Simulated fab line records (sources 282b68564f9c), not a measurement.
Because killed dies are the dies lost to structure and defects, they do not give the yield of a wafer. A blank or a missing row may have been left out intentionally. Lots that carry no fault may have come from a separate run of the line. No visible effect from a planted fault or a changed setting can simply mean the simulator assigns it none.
Struck lot and sound lot, side by side	flow rit cmos	43 steps out of a route of 202
Sound: these wafers, L340.1, L340.4, L340.6. The struck wafers were L342.1, L342.2, L342.6. The cause comes at the end.
Order at every step that has rows: each side's tool, ch and its chambers, its first start. Under that, the readings that differ: sound wafers	struck wafers	difference of the means	sigmas: that difference in standard deviations of wafers without a fault.
alike: words and numbers the same on both sides, and readings whose means are apart by under 2 such deviations; not compared: readings that were withheld, readings missing a value for some wafer, numbers with overlapping values and no deviation given by the record, and bounds like >300 which may hide the same value.
The two part at a step that has a row with sigmas, a row that says differs or no value, or rows on one side only. Numbers that don't overlap but have no deviation are shown without sigmas and don't part them. Lack of a reading on every wafer of one side parts them only where that side has two or more wafers.

first, 3 steps without rows for these wafers: RIT_REOX_CLEAN_01 (cleans in dHF, time 30 s); RIT_REOX_CLEAN_02 (cleans in SC2, time 600 s); RIT_REOX_OXIDATION_03 (target thk 25.2 nm, ox time 5580 s).
RIT_REOX_THK_MEAS_04:
  sound: film metro-04 at day 5 10:15; struck: film metro-01 at day 5 20:15
  alike: REOX_OXIDE_THK
then, 6 steps without rows for these wafers: RIT_NLDD_HMDS_00 (prime time 60 s); RIT_NLDD_COAT_01 (resist thk 1000 nm); RIT_NLDD_SOFTBAKE_02 (time 60 s); RIT_NLDD_EXPOSE_03 (exposes mask M7, target cd 40700 nm); RIT_NLDD_PEB_04; RIT_NLDD_DEVELOP_05 (develop time 50 s).
RIT_NLDD_OVL_MEAS_06:
  sound: overlay-01 at day 5 11:17; struck: overlay-01 at day 5 21:10
  alike: NLDD_OVL
then, 1 step without rows for these wafers: RIT_NLDD_HARDBAKE_07 (time 60 s).
RIT_NLDD_IMPLANT_08:
  sound on implanter-03 ch 0, day 5 11:28; struck on implanter-03 ch 0, day 5 21:21
  alike: faraday current uA
RIT_NLDD_STRIP_09: strips in O2, time 180 s.
  sound on plasma asher-03 ch 1, day 5 11:37; struck on plasma asher-03 ch 0,1, day 5 21:30
  alike: drypump motor current A
  not compared: rf hours counter h
RIT_NLDD_TW_MEAS_10:
  sound: film metro-02 at day 5 11:48; struck: film metro-01 at day 5 21:40
  alike: NLDD_TW
then, 6 steps without rows for these wafers: RIT_PLDD_HMDS_00 (prime time 60 s); RIT_PLDD_COAT_01 (resist thk 1000 nm); RIT_PLDD_SOFTBAKE_02 (time 60 s); RIT_PLDD_EXPOSE_03 (exposes mask M8, target cd 40900 nm); RIT_PLDD_PEB_04; RIT_PLDD_DEVELOP_05 (develop time 50 s).
RIT_PLDD_OVL_MEAS_06:
  sound: overlay-02 at day 5 12:50; struck: overlay-01 at day 5 22:35
  alike: PLDD_OVL
then, 2 steps without rows for these wafers: RIT_PLDD_HARDBAKE_07 (time 60 s); RIT_PLDD_IMPLANT_08.
RIT_PLDD_STRIP_09: strips in O2, time 180 s.
  sound on plasma asher-03 ch 0,1, day 5 13:10; struck on plasma asher-03 ch 0,1, day 5 22:55
  alike: drypump motor current A
  not compared: rf hours counter h
RIT_PLDD_TW_MEAS_10:
  sound: film metro-01 at day 5 13:20; struck: film metro-03 at day 5 23:05
  alike: PLDD_TW
then, 4 steps without rows for these wafers: RIT_SPACER_CLEAN_00 (cleans in SC1, time 600 s); RIT_SPACER_CLEAN_01 (cleans in dHF, time 30 s); RIT_SPACER_CLEAN_02 (cleans in SC2, time 600 s); RIT_SPACER_CVD_03 (deposits Si3N4 from SiH2Cl2/NH3, target thk 250 nm, time 3300 s).
RIT_SPACER_THK_MEAS_04:
  sound: film metro-03 at day 5 17:34; struck: film metro-04 at day 6 04:25
  alike: SPACER_NITRIDE_THK
RIT_SPACER_ETCHBACK_05: etches Si3N4 in SF6/CHF3, stops on SiO2, target depth 250 nm, time 240 s.
  sound on rie diel-03 ch 2,3, day 5 17:37; struck on rie diel-04 ch 1,2,3, day 6 04:29
reading	sound	struck	difference	sigmas
oes product au (a.u.)	0.850 0.849 0.854	0.806 0.821 0.834	-0.031	-2
  alike: drypump motor current A, throttle valve pct
  not compared: rf hours counter h
then, 6 steps without rows for these wafers: RIT_NSD_HMDS_00 (prime time 60 s); RIT_NSD_COAT_01 (resist thk 1000 nm); RIT_NSD_SOFTBAKE_02 (time 60 s); RIT_NSD_EXPOSE_03 (exposes mask M9, target cd 40700 nm); RIT_NSD_PEB_04; RIT_NSD_DEVELOP_05 (develop time 50 s).
RIT_NSD_OVL_MEAS_06:
  sound: overlay-02 at day 5 18:37; struck: overlay-02 at day 6 05:37
  alike: NSD_OVL
then, 2 steps without rows for these wafers: RIT_NSD_HARDBAKE_07 (time 60 s); RIT_NSD_IMPLANT_08.
RIT_NSD_STRIP_09: strips in O2, time 180 s.
  sound on plasma asher-02 ch 0,1, day 5 18:58; struck on plasma asher-04 ch 0,1, day 6 05:56
reading	sound	struck	difference	sigmas
drypump motor current A (A)	5.18 5.22 5.21	6.28 5.54 5.53	+0.58	+2
  not compared: rf hours counter h
RIT_M1_PROBE_99:
  sound: prober-02 at day 6 04:52; struck: prober-02 at day 6 15:32
reading	sound	struck	difference	sigmas
killed open	1 1 1	3 7 6	+4	+2
model.etest.nldd.rs ohm sq rim less centre	0.3043 -3.976 3.8	-14.34 -16.67 -18.03	-16.39	
model.etest.nldd.rs ohm sq range	10.68 7.963 8.556	16.05 22.93 20.79	+10.86	
model.etest.nmos_0p15.gate bv v (V)	4.857 4.837 4.88	4.702 4.644 4.715	-0.171	
model.etest.nmos_0p15.bv v (V)	5.46 5.458 5.458	5.409 5.403 5.421	-0.048	
model.etest.nmos_0p3.bv v (V)	5.46 5.458 5.458	5.409 5.403 5.421	-0.048	
  alike: killed at contacts, killed at front end, killed dies, killed short
  not compared: model.etest.antenna poly.vt shift v

WHERE THEY PART
Earliest at RIT_SPACER_ETCHBACK_05; latest, in this record, at RIT_M1_PROBE_99.

WHY: the cause the simulator had injected
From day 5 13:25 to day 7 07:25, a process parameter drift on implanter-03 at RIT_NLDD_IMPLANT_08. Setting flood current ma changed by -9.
